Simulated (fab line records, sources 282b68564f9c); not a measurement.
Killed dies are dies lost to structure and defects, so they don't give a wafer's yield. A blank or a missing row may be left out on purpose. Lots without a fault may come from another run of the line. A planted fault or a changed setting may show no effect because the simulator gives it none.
fab line records | flow rit_cmos
record lots=15 wafers=45 last_day=7
route steps=202 shown NRETRO@62 M1@202
lots that met no fault: from a run of the same line without faults
start_h: hours from the record's first day to the start of the lot's first wafer shown | wait_h: hours since the lot's step before | " the same as in the row above | L1.1+2: a row that stands for several wafers | - no value, or no start given | * or withheld: withheld | < > ~ a bound
route shown NAME@n: a module of which the file shows steps, and the number in the route of the first | usual: mean/standard deviation of fault-free wafers | same: alike in all rows | chamber/n: place in a boat | sites: the reading at each site | _std_site: their standard deviation | _edge_site: outer sites' mean less inner sites' | radius_mm: how far each site lies from the wafer's centre | mask NAME#n: copy n | behind: the tool/chamber that last shaped the wafer | hold: why the lot was held/for how many hours/how that ended | device: the transistor (n, p or np) that didn't switch | end of line: the same wafers' tests at the end of the route | a step without rows: its recipe alone | killed: dies lost to structure and defects at the first sort, not the wafer's yield | map: a wafer's dies, x killed, . not, _ none there
set.NAME: the setting as run; set.NAME@STEP: as run at that earlier step | model.NAME: the simulator's own value behind a step, which no gauge read
steps of the route over a sample of lots; a table a step, a row a wafer
services: from which hour (start_h, from the record's first day; less than 0 if before it) a tool's chamber was out of use, for how many hours, and why
## steps
# step RIT_NRETRO_STRIP_09
# recipe chemistry=O2 time_s=180 resist=NOVOLAK platen_temp_c=withheld power_w=500 pressure_mtorr=4000 o2_flow_sccm=4000
# usual drypump_motor_current_A=6.0/0.42
# columns lot.wafer tool chamber start_h wait_h drypump_motor_current_A rf_hours_counter_h
L125.1 plasma_asher-01 0 32.52 0.1 5.0 40
L125.2 " 1 " " 6.2 40
L125.4 " 1 " " 6.2 -
L126.1 plasma_asher-01 0 38.73 0.1 5.0 40
L126.4 " 1 " " 6.2 -
L126.6 " 0 " " 5.0 -
L127.2 plasma_asher-02 1 43.90 0.1 6.0 40
L127.3 " 0 " " 6.3 -
L127.5 " 1 " " 6.0 -
L128.1 plasma_asher-04 1 45.90 0.1 5.5 39
L128.3 " 1 " " 5.5 -
L128.6 " 1 " " 5.5 -
L129.2 plasma_asher-02 1 51.83 0.1 5.9 41
L129.5 " 0 " " 6.3 -
L129.6 " 1 " " 5.9 -
L132.4 plasma_asher-02 1 65.25 0.1 5.9 -
L132.5 " 0 " " 6.3 -
L132.6 " 1 " " 5.9 -
L134.2 plasma_asher-02 0 76.45 0.1 6.3 44
L134.5 " 1 " " 5.9 -
L134.6 " 0 " " 6.3 -
L136.3 plasma_asher-02 0 85.83 0.1 6.3 -
L136.4 " 1 " " 5.9 -
L136.5 " 0 " " 6.3 -
L138.1 plasma_asher-02 1 95.18 0.1 5.9 46
L138.2 " 0 " " 6.3 46
L138.3 " 0 " " 6.3 -
L139.1 plasma_asher-02 0 102.45 0.1 6.3 47
L139.3 " 1 " " 6.0 -
L139.6 " 0 " " 6.3 -
L141.3 plasma_asher-01 1 111.65 0.1 6.3 -
L141.5 " 1 " " 6.3 -
L141.6 " 0 " " 5.1 -
L142.1 plasma_asher-01 1 116.26 0.1 6.2 49
L142.3 " 0 " " 5.0 -
L142.6 " 1 " " 6.3 -
L143.2 plasma_asher-01 0 122.29 0.1 5.1 50
L143.5 " 0 " " 5.1 -
L143.6 " 1 " " 6.3 -
L147.4 plasma_asher-04 1 140.95 0.1 5.5 -
L147.5 " 1 " " 5.5 -
L147.6 " 0 " " 6.2 -
L148.1 plasma_asher-04 1 145.86 0.1 5.5 3
L148.4 " 0 " " 6.2 -
L148.5 " 1 " " 5.5 -
# step RIT_M1_PROBE_99
# usual killed_at_contacts=0.1/0.24 killed_at_front_end=7/3.2 killed_dies=7/3.2 killed_open=3.6/2.1 killed_short=3.5/2
# same gross_dies=264 killed_at_M0_to_M3=0 killed_at_M4_up=0 killed_at_back_side=0 killed_at_other=0
# columns lot.wafer tool chamber start_h wait_h killed_at_contacts killed_at_front_end killed_dies killed_open killed_short
L136.3 prober-01 - 113.04 0.2 0 9 9 4 5
L136.4 prober-01 - 113.09 0.2 0 43 43 5 3
L136.5 prober-01 - 113.14 0.2 0 4 4 2 2
L138.1 prober-01 - 125.08 0.1 0 45 45 4 3
L138.2 prober-01 - 125.13 0.1 0 3 3 3 0
L138.3 prober-01 - 125.18 0.2 0 2 2 0 2
L139.1 prober-02 - 131.78 0.1 0 8 8 4 4
L139.3 prober-02 - 131.88 0.2 0 36 36 2 2
L139.6 prober-02 - 132.03 0.2 0 9 9 4 5
# killed by level:class
L136.3 SPACER:geometric_particle:short=4 SPACER:geometric_particle:open=2 FOX2:geometric_particle:short=1 GATE:geometric_particle:open=1 SILICIDE:geometric_particle:open=1
L136.4 NRETRO:unspecified=35 GATE:geometric_particle:short=2 SILICIDE:geometric_particle:open=2 FOX1:geometric_particle:open=1 FOX2:geometric_particle:open=1 SPACER:geometric_particle:short=1 SPACER:geometric_particle:open=1
L136.5 REOX:geometric_particle:open=2 GATE:geometric_particle:short=1 SPACER:geometric_particle:short=1
L138.1 NRETRO:unspecified=38 GATE:geometric_particle:short=2 SPACER:geometric_particle:open=2 FOX2:geometric_particle:open=1 GATE:geometric_particle:open=1 SPACER:geometric_particle:short=1
L138.2 SILICIDE:geometric_particle:open=2 FOX1:geometric_particle:open=1
L138.3 GATE:geometric_particle:short=1 REOX:geometric_particle:short=1
L139.1 GATE:geometric_particle:open=3 GATE:geometric_particle:short=3 FOX1:geometric_particle:short=1 FOX1:geometric_particle:open=1
L139.3 NRETRO:unspecified=32 GATE:geometric_particle:open=2 FOX1:geometric_particle:short=1 GATE:geometric_particle:short=1
L139.6 GATE:geometric_particle:short=3 GATE:geometric_particle:open=2 FOX1:geometric_particle:short=1 FOX2:geometric_particle:short=1 REOX:geometric_particle:open=1 SPACER:geometric_particle:open=1
## services
# columns tool chamber start_h hours kind
plasma_asher-02 - 33.44 0.7 repair
plasma_asher-04 - 108.75 9.0 pm
plasma_asher-04 0 108.75 9.0 vent_cycle
plasma_asher-04 1 108.75 9.0 vent_cycle
plasma_asher-04 0 117.75 - clean
plasma_asher-04 1 117.75 - clean
plasma_asher-04 - 135.38 1.3 repair
plasma_asher-04 - 138.57 1.2 repair
## key
first_sign step=RIT_M1_PROBE_99 reading=killed_at_front_end direction=up sigmas=11 usual=7 struck=41
effect step=RIT_M1_PROBE_99 reading=killed_dies direction=up sigmas=11 usual=7 struck=41
met_at RIT_NRETRO_STRIP_09
struck_lots L136,L138,L139
struck_wafers L136.4,L138.1,L139.3
tester_left_out L136,L138,L139
onset_between 76.45 85.83
fault kind=chamber_particle_source tool=plasma_asher-02 chamber=1 onset_h=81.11 steps=RIT_NRETRO_STRIP_09 rate_per_visit_cm2=1.3224 end_h=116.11
# tester_left_out: of these lots the tester's yield and bins aren't shown, on N5 and GAA mostly nor the transistor test; their killed dies are dies lost to structure and defects alone, not to doping, threshold or leakage, so they don't give the yield
